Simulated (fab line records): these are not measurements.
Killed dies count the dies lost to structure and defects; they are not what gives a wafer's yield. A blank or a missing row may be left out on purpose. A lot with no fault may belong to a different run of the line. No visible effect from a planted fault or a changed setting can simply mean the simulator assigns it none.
Comparing a struck lot with a sound one / flow berkeley cmos170 / 27 steps out of a route of 331
Sound: the wafers L290.2, L290.3, L290.6. Wafers L300.2, L300.3, L300.4 were the ones struck. Last of all comes the cause.
For every step that has rows: the tool of each side, followed by ch and its chambers, followed by its first start. Under that, the readings that differ: sound wafers / struck wafers / difference of the means / sigmas: that difference in standard deviations of wafers without a fault.
alike: readings with means less than 2 such deviations apart, plus words and numbers identical on both sides. not compared: withheld readings, readings lacking a value on some wafer, bounds such as >300 that could conceal the same value, and numbers that have no deviation in the record and whose values overlap.
A row with sigmas, a row that says differs or no value, or rows on one side alone: a step with any of these is where the two part. Numbers that have no deviation but don't overlap get no sigmas and don't part them. A reading that every wafer of one side lacks parts them only if that side has two wafers or more.

first, 3 steps without rows for these wafers: UCB170_M1_EXPOSE_06 (exposes mask METAL1, target cd 700 nm); UCB170_M1_PEB_07; UCB170_M1_DEVELOP_08 (develop time 45 s).
UCB170_M1_CD_MEAS_09: the cd target is 700 nm.
  sound on cd sem-02 at day 9 12:31; struck on cd sem-02 at day 10 16:51
  alike: cd nm
UCB170_M1_OVL_MEAS_10:
  sound on overlay-02 at day 9 12:37; struck on overlay-01 at day 10 16:58
  alike: M1_OVL
UCB170_M1_ETCH_11: etches BARC in N2/H2.
  sound on rie diel-03 ch 1,2, day 9 12:38; struck on rie diel-03 ch 0,1,3, day 10 16:59
  alike: bias w, chamber pressure mTorr, drypump motor current A, oes product au, throttle valve pct
UCB170_M1_METAL_ETCH_12: etches Al in Cl2/BCl3, stops on PSG, target depth 780 nm, time 130 s.
  sound on rie metal-04 ch 1, day 9 12:41; struck on rie metal-04 ch 0,1, day 10 17:02
  alike: bias w, chamber pressure mTorr, drypump motor current A, oes product au, throttle valve pct
  not compared: rf hours counter h
UCB170_M1_STRIP_13: strips in O2.
  sound on plasma asher-01 ch 0,1, day 9 12:49; struck on plasma asher-01 ch 0,1, day 10 17:10
  alike: chamber pressure mTorr, drypump motor current A, oes product au
  not compared: rf hours counter h
UCB170_M1_CD_MEAS_90: the cd target is 700 nm.
  sound on cd sem-02 at day 9 14:48; struck on cd sem-01 at day 10 17:17
  alike: cd nm
then, 1 step without rows for these wafers: UCB170_M1_ANNEAL_14 (time 1200 s).
UCB170_V1_CVD_00: deposits SiO2 from TEOS/O2, target thk 2000 nm, time 250 s.
  sound on pecvd-01 ch 0,1,2, day 9 16:14; struck on pecvd-04 ch 0,1, day 10 18:43
  alike: heater power w, pressure mtorr
UCB170_V1_THK_MEAS_01:
  sound on film metro-01 at day 9 16:24; struck on film metro-01 at day 10 18:53
reading=V1_TEOS_THK (nm); sound=1972 1974 1984; struck=2032 2023 2047; difference=+57; sigmas=+2
UCB170_V1_CMP_02: polishes SiO2.
  sound on cmp-02 ch 0,1,2, day 9 16:27; struck on cmp-02 ch 0,1,2, day 10 19:07
  no value came back on the struck wafers for edge zone pressure frac, head pressure psi (psi), motor current A (A), platen rpm (rpm); on the sound wafers edge zone pressure frac reads 0.996 1.006 0.992
reading=model.SiO2_of_V1_CVD_00.thk nm (nm); sound=1002 1001 1001; struck=2032 2023 2047; difference=+1033; sigmas=
UCB170_V1_BOW_MEAS_03:
  sound on film metro-01 at day 9 16:46; struck on film metro-01 at day 10 19:23
  alike: V1_BOW
UCB170_V1_THK_MEAS_04:
  sound on film metro-01 at day 9 16:53; struck on film metro-01 at day 10 19:30
reading=V1_POLISHED_THK (nm); sound=1001.2 1000.5 1001.0; struck=2032.4 2021.0 2047.9; difference=+1032.9; sigmas=+99 or more
then, 7 steps without rows for these wafers: UCB170_V1_CLEAN_05 (cleans in DIW); UCB170_V1_HMDS_06 (prime time 60 s); UCB170_V1_COAT_07 (resist thk 900 nm); UCB170_V1_SOFTBAKE_08 (time 60 s); UCB170_V1_EXPOSE_09 (exposes mask VIA1, target cd 700 nm); UCB170_V1_PEB_10; UCB170_V1_DEVELOP_11 (develop time 45 s).
UCB170_V1_CD_MEAS_12: the cd target is 700 nm.
  sound on cd sem-02 at day 9 19:08; struck on cd sem-02 at day 10 20:55
  alike: cd nm
UCB170_V1_OVL_MEAS_13:
  sound on overlay-02 at day 9 19:14; struck on overlay-01 at day 10 21:02
  alike: V1_OVL
UCB170_V1_ETCH_14: etches SiO2 in CHF3/CF4/Ar, stops on Al, target depth 1250 nm, time 291 s.
  sound on rie diel-01 ch 1,2,3, day 9 19:16; struck on rie diel-01 ch 0,3, day 10 21:04
reading=oes product au (a.u.); sound=0.860 0.832 0.887; struck=1.578 1.612 1.607; difference=+0.739; sigmas=+43
reading=model.etch.depth nm (nm); sound=1002 1001 1001; struck=1236 1249 1242; difference=+241; sigmas=
reading=model.V1.feature depth nm (nm); sound=1002 1001 1001; struck=1236 1249 1242; difference=+241; sigmas=
  alike: chamber pressure mTorr, drypump motor current A, throttle valve pct
  not compared: rf hours counter h
UCB170_V1_STRIP_15: strips in O2.
  sound on plasma asher-01 ch 0, day 9 19:26; struck on plasma asher-01 ch 0,1, day 10 21:14
  alike: chamber pressure mTorr, drypump motor current A, oes product au, strip time to endpoint s
  not compared: rf hours counter h
UCB170_M3_PROBE_99:
  rows exist in the record for the sound wafers here (prober-01, day 10 06:17), none for the struck ones

WHERE THEY PART
First at UCB170_V1_THK_MEAS_01; last, within this record, at UCB170_M3_PROBE_99.

WHY: the cause the simulator had injected
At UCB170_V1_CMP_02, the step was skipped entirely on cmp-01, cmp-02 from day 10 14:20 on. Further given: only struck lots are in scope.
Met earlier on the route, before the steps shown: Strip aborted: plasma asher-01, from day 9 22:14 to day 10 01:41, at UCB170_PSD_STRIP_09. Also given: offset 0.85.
